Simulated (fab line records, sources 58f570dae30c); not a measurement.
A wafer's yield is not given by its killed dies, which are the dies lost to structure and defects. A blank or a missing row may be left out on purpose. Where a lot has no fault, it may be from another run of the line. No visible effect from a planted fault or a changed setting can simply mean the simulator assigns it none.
Which tool did it? || flow berkeley-cmos170 || 21 wafers from 7 lots sampled at 2 of the route's 331 steps

== WHAT EACH GAUGE READ, for each wafer ==
UCB170_NWELL_THK_MEAS_05.
{"lot": "L812", "measured": "day 2 12:48", "on": "film-metro-01", "NWELL_NITRIDE_THK (nm)": "222.4 222.5 221.5"}
{"lot": "L816", "measured": "day 3 02:05", "on": "film-metro-01", "NWELL_NITRIDE_THK (nm)": "226.5 224.9 225.4"}
{"lot": "L818", "measured": "day 3 18:01", "on": "film-metro-01", "NWELL_NITRIDE_THK (nm)": "223.6 222.5 222.8"}
{"lot": "L821", "measured": "day 4 12:42", "on": "film-metro-04", "NWELL_NITRIDE_THK (nm)": "222.1 221.5 223.2"}
{"lot": "L824", "measured": "day 5 00:32", "on": "film-metro-01", "NWELL_NITRIDE_THK (nm)": "206.0 204.3 205.1"}
{"lot": "L832", "measured": "day 6 19:11", "on": "film-metro-01", "NWELL_NITRIDE_THK (nm)": "227.1 226.5 226.0"}
{"lot": "L834", "measured": "day 7 00:49", "on": "film-metro-01", "NWELL_NITRIDE_THK (nm)": "228.3 228.2 226.0"}

== WHICH TOOL RAN EACH LOT (tool, then ch and the chambers of the sampled wafers, then the start) ==
{"lot": "L812", "UCB170_NWELL_CVD_04": "lpcvd-02 ch 1, day 2 10:52"}
{"lot": "L816", "UCB170_NWELL_CVD_04": "lpcvd-01 ch 0, day 3 00:05"}
{"lot": "L818", "UCB170_NWELL_CVD_04": "lpcvd-02 ch 0, day 3 16:05"}
{"lot": "L821", "UCB170_NWELL_CVD_04": "lpcvd-02 ch 1, day 4 10:46"}
{"lot": "L824", "UCB170_NWELL_CVD_04": "lpcvd-02 ch 1, day 4 22:34"}
{"lot": "L832", "UCB170_NWELL_CVD_04": "lpcvd-01 ch 1, day 6 17:14"}
{"lot": "L834", "UCB170_NWELL_CVD_04": "lpcvd-01 ch 0, day 6 22:52"}
- UCB170_NWELL_CVD_04: deposits Si3N4 from SiH2Cl2/NH3, target thk 224 nm, time 3360 s.

== THE ANSWER, worked out from the rows above alone ==
Rule: the usual values come from the lots themselves. The widest of any qualifying gaps counts: lots, ordered by their means at a reading, are off when they make up no more than a third of the lots, leave a main group of 4 or more, and stand apart from it by 3 or more times the standard deviation of that group's means. Not used: any main group whose means are identical at the precision the tables above print for the reading. A lot without any number at a reading at which 4 lots or more have one is off too. Where the step has rows for the other lots, those lots are counted as sound.
Off: L824, seen at UCB170_NWELL_THK_MEAS_05 (NWELL_NITRIDE_THK). Main group: mean 224.5 nm, sd 2.1.
If a tool, at a process step before that reading, ran all the lots that are off and no sound lot after the first of them, it fits. The gauges at UCB170_NWELL_THK_MEAS_05 are tried like those tools. One candidate fits, namely lpcvd-02 at UCB170_NWELL_CVD_04. A fault onset in the window from L821 (day 4 10:46, its last sound lot) to L824 (day 4 22:34, its first lot off) fits.

== WHAT THE SIMULATOR HAD PUT IN ==
Site profile drift: lpcvd-02, from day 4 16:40 on, at UCB170_NWELL_CVD_04. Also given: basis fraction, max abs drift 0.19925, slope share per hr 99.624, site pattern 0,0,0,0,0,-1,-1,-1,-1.
Struck lots among those shown: L824. The rule above reached the same finding.
